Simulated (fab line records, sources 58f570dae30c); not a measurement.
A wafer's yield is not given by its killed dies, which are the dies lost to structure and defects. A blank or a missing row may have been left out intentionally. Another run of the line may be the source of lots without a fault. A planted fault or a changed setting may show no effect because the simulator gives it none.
Which of the tools did it? | flow berkeleyCmos170 | 6 lots with 18 wafers sampled at 3 steps, on a route of 331 steps

== WHAT THE GAUGES READ, wafer by wafer ==
UCB170_SILICIDE_RS_MEAS_02: measurement is done with a four-point probe.
lot  | measured     | on           | SILICIDE_TI_RS (ohm/sq)
L887 | day 7 17:54  | filmMetro-01 | 26.0 26.1 26.0
L890 | day 8 13:50  | filmMetro-04 | 25.9 26.0 25.9
L893 | day 8 21:34  | filmMetro-04 | 35.1 26.4 26.6
L901 | day 10 16:47 | filmMetro-01 | 26.2 26.1 26.2
L904 | day 11 03:19 | filmMetro-01 | 26.3 26.7 26.8
L906 | day 11 09:04 | filmMetro-04 | 26.4 26.1 26.0

== TOOL THAT RAN EACH LOT (tool first, then ch and the chambers of the sampled wafers, then the start) ==
lot  | UCB170_SPACER_CVD_00           | UCB170_SILICIDE_SPUTTER_01
L887 | pecvd-01 ch 0,2, day 7 06:57   | pvdSputter-04, day 7 17:52
L890 | pecvd-01 ch 0,1,2, day 8 05:55 | pvdSputter-04, day 8 13:45
L893 | pecvd-02 ch 0,1,2, day 8 11:45 | pvdSputter-04, day 8 21:29
L901 | pecvd-02 ch 1,2, day 10 06:38  | pvdSputter-01, day 10 16:43
L904 | pecvd-03 ch 0,1, day 10 15:12  | pvdSputter-03, day 11 03:17
L906 | pecvd-03 ch 0,2, day 10 20:58  | pvdSputter-03, day 11 09:02
- UCB170_SPACER_CVD_00: deposits SiO2 from TEOS/O2, target thk 376 nm, time 47 s.
- UCB170_SILICIDE_SPUTTER_01: material Ti, target thk 30 nm, time 25 s.

== THE ANSWER, worked out from the rows above alone ==
Rule: usual is defined by the lots themselves. The widest of any qualifying gaps counts: lots, ordered by their means at a reading, are off when they make up no more than a third of the lots, leave a main group of 4 or more, and stand apart from it by 3 or more times the standard deviation of that group's means. The tables above print the reading to a certain number of digits; a main group whose means all agree to those digits is not used. A lot without any number at a reading at which 4 lots or more have one is off too. All remaining lots with rows at the step are treated as sound.
Off: L893, seen at UCB170_SILICIDE_RS_MEAS_02 (SILICIDE_TI_RS). Mean 26.2 ohm/sq and standard deviation 0.23 in the main group.
A tool fits if, at a process step before that reading, it ran every lot that is off, and no sound lot after the first of them. Those tools and the gauges at UCB170_SILICIDE_RS_MEAS_02 are tried in the same way. One fits: pvdSputter-04 at UCB170_SILICIDE_SPUTTER_01. Its last sound lot is L890 (day 8 13:45), its first lot that is off L893 (day 8 21:29): a fault that began between those two fits.

== WHAT WAS PUT IN BY THE SIMULATOR ==
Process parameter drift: pvdSputter-04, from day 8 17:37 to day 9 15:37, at UCB170_SILICIDE_SPUTTER_01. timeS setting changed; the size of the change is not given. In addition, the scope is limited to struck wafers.
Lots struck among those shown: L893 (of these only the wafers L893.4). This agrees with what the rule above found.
